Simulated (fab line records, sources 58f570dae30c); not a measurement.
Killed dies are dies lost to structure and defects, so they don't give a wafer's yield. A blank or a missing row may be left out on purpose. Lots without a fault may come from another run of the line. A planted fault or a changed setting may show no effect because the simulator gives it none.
Problem report in the 8D (eight disciplines) form, filled by code | flow berkeley_cmos170 | the parts of the form that need people (team, actions taken, sign-off) are left out

1. THE PROBLEM
GATE_POLY_THK at UCB170_GATE_THK_MEAS_05 reads a mean of 159.0 nm on 9 wafers of 3 lots; wafers without a fault read 213.9 nm with a standard deviation of 2.2. That is -25 standard deviations from the usual mean.
First seen on wafer L319.1, day 9 08:41, on film_metro-04. The record holds 39 wafers of 13 lots with a number at this step. Rule for "out", or "out of limits": more than 4 standard deviations from the usual mean. The other wafers with a number count as sound.

2. WHAT IT IS AND WHAT IT IS NOT
question                    | is                                          | is not
which readings at this step | GATE_POLY_THK                               | -
which lots                  | L319, L320, L321                            | L309, L310, L311, L312, L313, L314, L315, L316, L317, L318
which wafers of those lots  | all that have a number                      | -
read on which gauges        | film_metro-02, film_metro-03, film_metro-04 | -
when                        | from day 9 08:41                            | up to then (30 sound wafers)

3. SUSPECTS, AND WHAT RULES EACH OUT
Counting: a tool at a process step up to the reading stays a suspect if it ran every lot that is out and no sound lot after the first of them.
- the gauge at UCB170_GATE_THK_MEAS_05: ruled out. The wafers that are out were read on 3 gauges (film_metro-02, film_metro-03, film_metro-04).
- lpcvd-01 at UCB170_GATE_CVD_04 (deposits poly-Si from SiH4, time 1440 s, target thk 214 nm): kept. It ran every lot that is out, first L319 (day 9 07:17), and no sound lot after that; its last sound lot up to then is L316 (day 8 14:52). Its own readings are out on those wafers: spike_tc_centre_C, spike_tc_load_C, susceptor_temp_C.
Left after counting: lpcvd-01 at UCB170_GATE_CVD_04.

4. THE CAUSE (what the simulator had put in)
Process parameter drift: lpcvd-01, from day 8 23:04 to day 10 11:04, at UCB170_GATE_CVD_04. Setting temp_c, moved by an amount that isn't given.
Counting left only this tool.

5. THE CHAIN OF EFFECTS, in route order
Each row: a reading whose mean over the struck wafers that have a number lies more than 3 standard deviations from the usual. Only readings for which the record gives a usual standard deviation are gone through. hours: the time from each lot's start at the first step in this table that gives one to its start at this step, as a median over the lots. sigmas: the change in usual standard deviations.
hours | step                    | reading           | usual      | on struck wafers | change | sigmas
0     | UCB170_GATE_CVD_04      | spike_tc_centre_C | 612.2 C    | 597.9            | -14.3  | -9.0
0     | UCB170_GATE_CVD_04      | spike_tc_load_C   | 633.2 C    | 622.8            | -10.4  | -6.9
0     | UCB170_GATE_CVD_04      | susceptor_temp_C  | 610.0 C    | 598.0            | -12.0  | -39
1     | UCB170_GATE_THK_MEAS_05 | GATE_POLY_THK     | 213.9 nm   | 159.0            | -54.9  | -25
5     | UCB170_GATE_ETCH_15     | oes_product_au    | 0.832 a.u. | 0.689            | -0.143 | -8.9
The process steps in it:
- UCB170_GATE_CVD_04: deposits poly-Si from SiH4, time 1440 s, target thk 214 nm.
- UCB170_GATE_ETCH_15: etches poly-Si in HBr/Cl2, stops on SiO2, time 56.3 s, target depth 278.2 nm.
Later measuring or inspecting steps at which every struck wafer that the step has a row for has a number for every such reading, and none has moved that far: UCB170_PLDD_OVL_MEAS_07.

6. WHAT WOULD HAVE CAUGHT IT SOONER
In this record the first reading out of limits at a measuring or inspecting step was taken at day 9 08:41, 10 hours after the fault began at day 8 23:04.
The tool's own readings at UCB170_GATE_CVD_04 were out on every struck wafer that the step has a row for (spike_tc_centre_C, spike_tc_load_C, susceptor_temp_C): an alarm limit on them would have fired on the first of those.
All the lots that are out (3) had begun UCB170_GATE_CVD_04 on lpcvd-01 by day 9 08:41. A hold on the tool at that time would have spared none of them.
